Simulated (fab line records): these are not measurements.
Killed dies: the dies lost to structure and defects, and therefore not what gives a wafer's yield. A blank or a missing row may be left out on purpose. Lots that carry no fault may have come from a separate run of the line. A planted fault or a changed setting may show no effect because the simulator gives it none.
Struck lot and sound lot, side by side | flow rit cmos | 15 steps out of a route of 202
Sound: the wafers L299.1, L299.2, L299.6. Wafers struck: L312.2, L312.4, L312.5. The cause is named last.
At each step with rows: each side's tool, then ch and its chambers, then its first start. Under that, the readings that differ: sound wafers | struck wafers | difference of the means | sigmas: that difference in standard deviations of wafers without a fault.
alike: readings with means less than 2 such deviations apart, plus words and numbers identical on both sides. not compared: withheld readings, readings lacking a value on some wafer, bounds such as >300 that could conceal the same value, and numbers that have no deviation in the record and whose values overlap.
A row with sigmas, a row that says differs or no value, or rows on one side alone: a step with any of these is where the two part. Numbers that have no deviation but don't overlap get no sigmas and don't part them. Lack of a reading on every wafer of one side parts them only where that side has two or more wafers.

first, 1 step without rows for these wafers: RIT_NRETRO_IMPLANT_08.
RIT_NRETRO_STRIP_09: strips in O2, time 180 s.
  sound on plasma asher-03 ch 0,1, day 2 17:08; struck on plasma asher-02 ch 0,1, day 5 08:47
  reading                     | sound       | struck      | difference | sigmas
  drypump motor current A (A) | 5.2 5.1 5.2 | 6.4 6.4 6.4 | +1.2       | +2
  alike: chamber pressure mTorr, rf refl power W
  not compared: rf hours counter h
RIT_NRETRO_TW_MEAS_10:
  sound on film metro-03 at day 2 17:19; struck on film metro-04 at day 5 08:58
  alike: NRETRO_TW
then, 6 steps without rows for these wafers: RIT_PRETRO_HMDS_00 (prime time 60 s); RIT_PRETRO_COAT_01 (resist thk 1300 nm); RIT_PRETRO_SOFTBAKE_02 (time 60 s); RIT_PRETRO_EXPOSE_03 (exposes mask M5, target cd 43700 nm); RIT_PRETRO_PEB_04; RIT_PRETRO_DEVELOP_05 (develop time 68 s).
RIT_PRETRO_OVL_MEAS_06:
  sound on overlay-01 at day 2 18:28; struck on overlay-01 at day 5 09:54
  alike: PRETRO_OVL
then, 2 steps without rows for these wafers: RIT_PRETRO_HARDBAKE_07 (time 120 s); RIT_PRETRO_IMPLANT_08.
RIT_PRETRO_STRIP_09: strips in O2, time 180 s.
  sound on plasma asher-03 ch 0,1, day 2 18:53; struck on plasma asher-03 ch 0,1, day 5 10:20
  no value came back on the struck wafers for chamber pressure mTorr (mTorr), drypump motor current A (A), rf refl power W (W), time s (s); on the sound wafers chamber pressure mTorr (mTorr) reads 4005 4004 4003
  reading                                     | sound | struck         | difference | sigmas
  model.NOVOLAK_of_PRETRO_COAT_01.thk nm (nm) | 0 0 0 | 1136 1136 1136 | +1136      |
  not compared: rf hours counter h
RIT_PRETRO_TW_MEAS_10:
  sound on film metro-03 at day 2 19:04; struck on film metro-04 at day 5 10:31
  reading   | sound       | struck      | difference | sigmas
  PRETRO_TW | 482 483 480 | 471 471 469 | -11        | -3
RIT_M1_PROBE_99:
  sound on prober-01 at day 4 02:55; struck on prober-02 at day 7 00:20
  reading             | sound | struck                                                               | difference                   | sigmas
  hold                | - - - | await dispo/3.1h/scrap await dispo/3.1h/scrap await dispo/3.1h/scrap | no value on the sound wafers |
  killed at front end | 5 7 4 | 263 264 264                                                          | +258                         | +92
  killed dies         | 5 7 4 | 264 264 264                                                          | +259                         | +92
  killed on rim       | 0 0 2 | 70 70 70                                                             | +69                          | +50
  alike: killed at contacts, killed open, killed short

## WHERE THEY PART
Earliest at RIT_NRETRO_STRIP_09; latest, in this record, at RIT_M1_PROBE_99.

WHY: the cause the simulator had injected
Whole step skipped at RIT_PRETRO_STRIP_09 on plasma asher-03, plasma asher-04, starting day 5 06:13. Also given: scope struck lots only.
